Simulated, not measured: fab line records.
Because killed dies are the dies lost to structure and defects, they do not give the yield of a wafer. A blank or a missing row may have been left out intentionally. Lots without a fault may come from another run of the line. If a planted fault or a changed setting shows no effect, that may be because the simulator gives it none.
Split-lot experiment	flow rit-cmos	27 wafers read across 5 lots, on a route 202 steps long

SPLIT DETAILS
At RIT_M1_DEVELOP_08 (develop time 68 s), the setting develop-time-s was moved away from the recipe's 68 s on 12 of the 27 wafers read, by -33.4% to +21.6%. This setting was run at the recipe's value on the other wafers.

FROM THE SPLIT TO THE READING: what the file shows between them, 5 steps
- RIT_M1_CD_MEAS_09: target cd 2600 nm
- RIT_M1_HARDBAKE_11: time 120 s
- RIT_M1_METAL_ETCH_12: etches Al in Cl2/BCl3, stops on SiO2, time 165 s, target depth 600 nm
- RIT_M1_STRIP_13: strips in nmp, time 600 s
- RIT_M1_STRIP_14: strips in O2, time 180 s

THE READING
cd-nm at RIT_M1_CD_MEAS_90, given in nm (cd target 2600 nm). A value of 2601 nm with a standard deviation of 3.2 nm is what fault-free wafers of this fab line usually give.

wafer	tool, chamber at the split	develop-time-s as run, s	against the recipe	cd-nm, nm	against lot-mates on the recipe
L075.1	litho-track-03, 0	57.58	-15.3%	2614	+13
L075.2	litho-track-03, 0	68	recipe	2600	-
L075.3	litho-track-03, 0	68	recipe	2604	-
L075.4	litho-track-03, 0	57.58	-15.3%	2614	+13
L075.5	litho-track-03, 0	68	recipe	2598	-
L075.6	litho-track-03, 0	57.58	-15.3%	2618	+17
L074.1	litho-track-02, 0	82.67	+21.6%	2588	-16
L074.2	litho-track-02, 0	82.67	+21.6%	2584	-20
L074.3	litho-track-02, 0	68	recipe	2599	-
L074.4	litho-track-02, 0	68	recipe	2608	-
L074.5	litho-track-02, 0	68	recipe	2606	-
L074.6	litho-track-02, 0	82.67	+21.6%	2585	-19
L076.1	litho-track-01, 0	68	recipe	2599	-
L076.2	litho-track-01, 0	68	recipe	2600	-
L076.3	litho-track-01, 0	45.28	-33.4%	2639	+39
L076.4	litho-track-01, 0	45.28	-33.4%	2640	+40
L076.5	litho-track-01, 0	45.28	-33.4%	2641	+41
L076.6	litho-track-01, 0	68	recipe	2600	-
L081.2	litho-track-01, 0	68	recipe	2605	-
L081.4	litho-track-01, 0	68	recipe	2606	-
L081.6	litho-track-01, 0	68	recipe	2605	-
L085.1	litho-track-03, 0	68	recipe	2599	-
L085.2	litho-track-03, 0	56.2	-17.4%	2616	+17
L085.3	litho-track-03, 0	56.2	-17.4%	2618	+19
L085.4	litho-track-03, 0	56.2	-17.4%	2620	+21
L085.5	litho-track-03, 0	68	recipe	2598	-
L085.6	litho-track-03, 0	68	recipe	2601	-

FIT RESULTS
A straight line over all 27 wafers: cd-nm changes by -0.978 nm for each +1% of develop-time-s; r = -0.97; the points scatter about the line by 3.7 nm.
The same after taking each lot's own level away (the mean of its wafers on the recipe; 27 wafers): -1.07 nm for each +1%; r = -0.98; scatter 2.9 nm.
Per that fit: largest develop-time-s move, reading shift of 36 nm.
Across the lots, their own levels run from 2599.3 to 2605.3 nm, a range of 1.9 times the standard deviation given above.
The two slopes agree, so the slope changes little with the lot-to-lot level.
Check: +35.9 nm against its lot-mates is what the line predicts for one of the wafers moved furthest among these (-33.4%) when that wafer is left out of the fit. It came out at +39.3 nm against them.

THE WHOLE CHAIN: every reading that the file lists as answering this split, in the file's order
step	what it does	reading	change (the file's fit)	r (the file's)
RIT_M1_CD_MEAS_09	target cd 2600 nm	cd-nm	-1.08 nm for each +1% of the setting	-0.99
RIT_M1_METAL_ETCH_12	etches Al in Cl2/BCl3, stops on SiO2, time 165 s, target depth 600 nm	M1.cd-nm (the simulator's own value, which no gauge read)	-1.09 nm for each +1% of the setting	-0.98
RIT_M1_CD_MEAS_90	target cd 2600 nm	cd-nm	-1.09 nm for each +1% of the setting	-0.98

FILE'S OWN FIT
cd-nm changes by -1.09 nm for each +1% of develop-time-s, r = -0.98.
